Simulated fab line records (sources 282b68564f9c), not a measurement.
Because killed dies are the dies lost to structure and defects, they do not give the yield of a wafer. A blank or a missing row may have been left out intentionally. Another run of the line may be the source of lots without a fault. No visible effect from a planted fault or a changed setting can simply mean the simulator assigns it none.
Which of the tools did it? :: flow rit_cmos :: Sampling: 14 lots, 42 wafers, 2 of 202 route steps

## WHAT THE GAUGES READ, wafer by wafer
RIT_GATE_CD_MEAS_16 targets a cd of 150 nm. Usual: cd_nm at 149.8 nm, with a standard deviation of 2.1.
lot: L704
measured: day 2 17:35
on: cd_sem-02
cd_nm (nm): 144.2 147.2 149.8
flag: 

lot: L705
measured: day 2 22:47
on: cd_sem-01
cd_nm (nm): 151.7 149.1 152.1
flag: 

lot: L706
measured: day 2 23:10
on: cd_sem-01
cd_nm (nm): 151.5 153.4 151.0
flag: 

lot: L707
measured: day 3 10:07
on: cd_sem-02
cd_nm (nm): 148.0 147.4 145.5
flag: 

lot: L708
measured: day 3 12:00
on: cd_sem-02
cd_nm (nm): 149.7 150.2 149.2
flag: 

lot: L711
measured: day 4 07:06
on: cd_sem-02
cd_nm (nm): 148.5 146.5 149.6
flag: 

lot: L715
measured: day 5 06:47
on: cd_sem-02
cd_nm (nm): 144.3 143.5 142.3
flag: OFF

lot: L717
measured: day 5 10:24
on: cd_sem-02
cd_nm (nm): 151.3 152.0 151.1
flag: 

lot: L719
measured: day 5 18:38
on: cd_sem-01
cd_nm (nm): 141.2 142.5 139.9
flag: OFF

lot: L722
measured: day 6 11:16
on: cd_sem-01
cd_nm (nm): 153.5 150.5 153.1
flag: 

lot: L723
measured: day 6 14:15
on: cd_sem-01
cd_nm (nm): 151.3 149.5 148.0
flag: 

lot: L724
measured: day 6 23:08
on: cd_sem-02
cd_nm (nm): 150.1 148.1 147.2
flag: 

lot: L726
measured: day 7 08:59
on: cd_sem-01
cd_nm (nm): 151.1 150.5 150.5
flag: 

lot: L727
measured: day 7 18:19
on: cd_sem-01
cd_nm (nm): 148.8 151.6 152.1
flag: 

## WHAT TOOL EACH LOT RAN ON (gives the tool, then ch and the chambers of the sampled wafers, and finally the start)
lot: L704
RIT_GATE_DEVELOP_15: litho_track-03 ch 0, day 2 17:00

lot: L705
RIT_GATE_DEVELOP_15: litho_track-01 ch 0, day 2 21:00

lot: L706
RIT_GATE_DEVELOP_15: litho_track-01 ch 0, day 2 22:00

lot: L707
RIT_GATE_DEVELOP_15: litho_track-03 ch 0, day 3 09:00

lot: L708
RIT_GATE_DEVELOP_15: litho_track-02 ch 0, day 3 11:00

lot: L711
RIT_GATE_DEVELOP_15: litho_track-02 ch 0, day 4 06:00

lot: L715
RIT_GATE_DEVELOP_15: litho_track-01 ch 0, day 5 06:00

lot: L717
RIT_GATE_DEVELOP_15: litho_track-03 ch 0, day 5 10:00

lot: L719
RIT_GATE_DEVELOP_15: litho_track-01 ch 0, day 5 18:00

lot: L722
RIT_GATE_DEVELOP_15: litho_track-03 ch 0, day 6 11:00

lot: L723
RIT_GATE_DEVELOP_15: litho_track-02 ch 0, day 6 14:00

lot: L724
RIT_GATE_DEVELOP_15: litho_track-03 ch 0, day 6 23:00

lot: L726
RIT_GATE_DEVELOP_15: litho_track-02 ch 0, day 7 08:00

lot: L727
RIT_GATE_DEVELOP_15: litho_track-02 ch 0, day 7 18:00
- RIT_GATE_DEVELOP_15: develop time 50 s.

## AS READ BY THE TOOLS THEMSELVES (means over the sampled wafers that have a number; for cases with no such wafer, the mark the record gives instead)
RIT_GATE_DEVELOP_15. Usual: chill_plate_temp_C at 22.99 C, with a standard deviation of 0.095.
lot: L704
tool: litho_track-03
chill_plate_temp_C (C): 23.02
flag: 

lot: L705
tool: litho_track-01
chill_plate_temp_C (C): 22.89
flag: 

lot: L706
tool: litho_track-01
chill_plate_temp_C (C): 23.06
flag: 

lot: L707
tool: litho_track-03
chill_plate_temp_C (C): 22.91
flag: 

lot: L708
tool: litho_track-02
chill_plate_temp_C (C): 22.98
flag: 

lot: L711
tool: litho_track-02
chill_plate_temp_C (C): 23.01
flag: 

lot: L715
tool: litho_track-01
chill_plate_temp_C (C): 22.95
flag: 

lot: L717
tool: litho_track-03
chill_plate_temp_C (C): 23.02
flag: 

lot: L719
tool: litho_track-01
chill_plate_temp_C (C): 22.90
flag: 

lot: L722
tool: litho_track-03
chill_plate_temp_C (C): 22.98
flag: 

lot: L723
tool: litho_track-02
chill_plate_temp_C (C): 22.99
flag: 

lot: L724
tool: litho_track-03
chill_plate_temp_C (C): 22.97
flag: 

lot: L726
tool: litho_track-02
chill_plate_temp_C (C): 22.97
flag: 

lot: L727
tool: litho_track-02
chill_plate_temp_C (C): 23.00
flag: 

## THE ANSWER, worked out from the rows above alone
Rule: a lot counts as off when the mean over its wafers that have a number is more than 3 standard deviations away from the usual mean. Also off: a lot with no number at a reading for which 4 or more lots have one. The other lots that the step has rows for count as sound. First the gauges in route order, then the tools' own readings, where a lot's mean is used as printed above. The first step at which some lot is off is used, and at that step the reading that is off furthest; a lot without a number counts as furthest.
Off: L715, L719 (RIT_GATE_CD_MEAS_16, cd_nm).
A tool fits if, at a process step before that reading, it ran every lot that is off, and no sound lot after the first of them. Those tools and the gauges at RIT_GATE_CD_MEAS_16 are tried in the same way. One fits: RIT_GATE_DEVELOP_15 on litho_track-01. Its last sound lot is L706 (day 2 22:00), its first lot that is off L715 (day 5 06:00): a fault that began between those two fits.

## WHAT HAD BEEN PUT IN BY THE SIMULATOR
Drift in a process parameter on litho_track-01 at RIT_GATE_DEVELOP_15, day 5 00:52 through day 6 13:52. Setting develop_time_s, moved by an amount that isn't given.
Shown lots that were struck: L715, L719. The same result came from the rule above.
